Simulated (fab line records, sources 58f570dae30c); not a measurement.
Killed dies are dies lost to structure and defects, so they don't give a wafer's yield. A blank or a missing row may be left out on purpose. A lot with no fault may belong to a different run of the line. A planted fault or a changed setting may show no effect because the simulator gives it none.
One fault through the eyes of 2 desks + flow berkeleyCmos170 + numbers are kept per desk, each desk with only its own; the story behind them comes last

## FOR THE TOOL OWNER'S DESK: lithoTrack-02
At UCB170_PVT_SOFTBAKE_02 (time 60 s), the tool's own readings, given per lot that ran on this tool as the mean of the sampled wafers with a number. If a lot's mean is further than 4 standard deviations from the usual mean, the lot is out of limits and carries the mark OUT (the distance appears in the brackets).
Columns: A = heaterPowerTotalW at UCB170_PVT_SOFTBAKE_02, usual 56.80 W; B = plateTempC at UCB170_PVT_SOFTBAKE_02, usual 129.98 C
| lot  | first seen here | A               | B                |
|------|-----------------|-----------------|------------------|
| L838 | day 7 06:55     | 56.76           | 130.00           |
| L840 | day 7 08:43     | 56.82           | 130.15           |
| L845 | day 8 07:10     | 56.84           | 129.94           |
| L851 | day 9 07:39     | 58.22 (+32) OUT | 132.41 (+16) OUT |
| L850 | day 9 08:06     | 58.20 (+32) OUT | 132.52 (+17) OUT |
This desk finds L850, L851 out of limits, L851 being first, at day 9 07:39 (heaterPowerTotalW at UCB170_PVT_SOFTBAKE_02). L838, L840, L845 stayed within limits.

## AT THE METROLOGY DESK
Lot by lot, what the gauges showed, no matter which tool ran the lot: averages of those sampled wafers that carry a number. If a lot's mean is further than 4 standard deviations from the usual mean, the lot is out of limits and carries the mark OUT (the distance appears in the brackets).
Columns: A = FIELD_OXIDE_LEFT_1_THK at UCB170_FIELD_THK_MEAS_90, usual 445 nm; B = FIELD_OXIDE_LEFT_2_THK at UCB170_FIELD_THK_MEAS_91, usual 357 nm
| lot  | first seen here | A   | B   |
|------|-----------------|-----|-----|
| L832 | day 4 19:52     | 447 | 359 |
| L834 | day 5 12:47     | 445 | 356 |
| L835 | day 5 12:47     | 424 | 337 |
| L838 | day 6 13:10     | 441 | 352 |
| L841 | day 6 13:10     | 441 | 353 |
| L839 | day 6 13:10     | 437 | 349 |
| L840 | day 6 16:41     | 450 | 361 |
| L843 | day 7 06:52     | 443 | 356 |
| L844 | day 7 06:53     | 440 | 352 |
| L845 | day 7 16:16     | 455 | 366 |
| L846 | day 8 07:43     | 450 | 363 |
| L850 | day 8 18:04     | 450 | 362 |
| L851 | day 8 18:04     | 438 | 350 |
| L855 | day 9 17:05     | 446 | 357 |
This desk's finding: nothing out of limits on any of the 14 lots.

## PUT TOGETHER
The tool owner's desk had the chance to raise an alarm at day 9 07:39 on L850, L851.
From the metrology desk's view, nothing was out of limits.
The metrology desk holds a record of L850, L851, inside its limits.
On lithoTrack-02, each named lot ran UCB170_PVT_SOFTBAKE_02.

## WHAT THE SIMULATOR HAD INSERTED
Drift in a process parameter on lithoTrack-02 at UCB170_PVT_SOFTBAKE_02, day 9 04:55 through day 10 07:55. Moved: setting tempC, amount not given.
Lots struck among those shown: L850, L851.
Hours from the fault's start to each desk's first reading out of limits: the tool owner's desk, 3.
